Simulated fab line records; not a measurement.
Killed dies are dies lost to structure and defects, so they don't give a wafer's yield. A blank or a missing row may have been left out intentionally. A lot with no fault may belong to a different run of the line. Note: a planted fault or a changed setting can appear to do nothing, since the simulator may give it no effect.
Code-filled problem report in 8D (eight disciplines) form :: flow berkeley_cmos170 :: the parts of the form that need people (team, actions taken, sign-off) are left out

## 1. THE ISSUE
Mean of cd_nm at UCB170_M3_CD_MEAS_90: 682 nm across 6 wafers in 2 lots; on wafers with no fault it is 700 nm (standard deviation 3.2). Measured from the usual mean, that is -5.8 standard deviations.
The step: target cd 700 nm.
First observed at day 11 17:36: wafer L472.2, on cd_sem-02. At this step, 42 wafers from 14 lots have a number in the record. Rule for "out", or "out of limits": more than 4 standard deviations from the usual mean. Any other wafer with a number is counted as sound.

## 2. WHAT IT IS AND WHAT IT IS NOT
question: which readings at this step
is: cd_nm
is not: -

question: which lots
is: L472, L475
is not: L458, L459, L463, L464, L465, L466, L467, L468, L469, L471, L476, L481

question: which wafers of those lots
is: all that have a number
is not: -

question: read on which gauges
is: cd_sem-02
is not: cd_sem-01

question: when
is: from day 11 17:36
is not: up to then (27 sound wafers); but 9 sound wafers of L471, L476, L481 came after

## 3. THE SUSPECTS, EACH WITH WHAT RULES IT OUT
Counting: any tool at a process step up to the reading is kept as a suspect provided that every lot that is out went through it and no sound lot did after the first of them.
- ruled out: the gauge at UCB170_M3_CD_MEAS_90. All the wafers that are out were read on cd_sem-02, but those of them that UCB170_M3_STRIP_19 has rows for are out there too, on other tools.
- rie_metal-04 at UCB170_M3_METAL_ETCH_18 (etches Al in Cl2/BCl3, stops on SiO2, target depth 1170 nm, time 195 s): kept. All lots that are out passed through it, beginning with L472 at day 11 17:18, and no sound lot followed; its final sound lot before that point was L469 at day 10 20:50.
- plasma_asher-01 at UCB170_M3_STRIP_19 (strips in O2): ruled out as a lasting fault. Sound lots L471 ran on it after its first lot that is out, L472 (day 11 17:29).
Left after counting: rie_metal-04 at UCB170_M3_METAL_ETCH_18.

## 4. THE CAUSE (what the simulator had put in)
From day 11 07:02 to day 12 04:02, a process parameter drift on rie_metal-04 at UCB170_M3_METAL_ETCH_18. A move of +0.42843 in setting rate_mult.
After counting, this tool was the only one left.

## 5. THE EFFECT CHAIN, in route order
Rows list readings where the struck wafers' mean (over those with a number) sits beyond 3 standard deviations from the usual. Scope: only readings with a usual standard deviation given in the record; hours: median across lots of the time from each lot's start at the first step in this table that gives one to its start at this step; sigmas: change in usual standard deviations.
hours: 0
step: UCB170_M3_STRIP_19
reading: oes_product_au
usual: 0.550 a.u.
on struck wafers: 0.318
change: -0.232
sigmas: -17

hours: 0
step: UCB170_M3_CD_MEAS_90
reading: cd_nm
usual: 700 nm
on struck wafers: 682
change: -18
sigmas: -5.8
Its process steps:
- UCB170_M3_STRIP_19: strips in O2.
Later measuring or inspecting steps at which every struck wafer that the step has a row for has a number for every such reading, and none has moved that far: UCB170_M3_BOW_MEAS_20.

## 6. WHAT WOULD HAVE CAUGHT IT SOONER
The first out-of-limits reading at a measuring or inspecting step in this record came at day 11 17:36, 11 hours after the fault's start at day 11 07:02.
No tool reading at UCB170_M3_METAL_ETCH_18 that has a usual standard deviation in the record was out on any struck wafer, so an alarm limit of 4 standard deviations on those readings would not have fired.
L475, from the lots that are out (2), started UCB170_M3_METAL_ETCH_18 on rie_metal-04 later than day 11 17:36. A tool hold placed at that time would have kept it from harm.
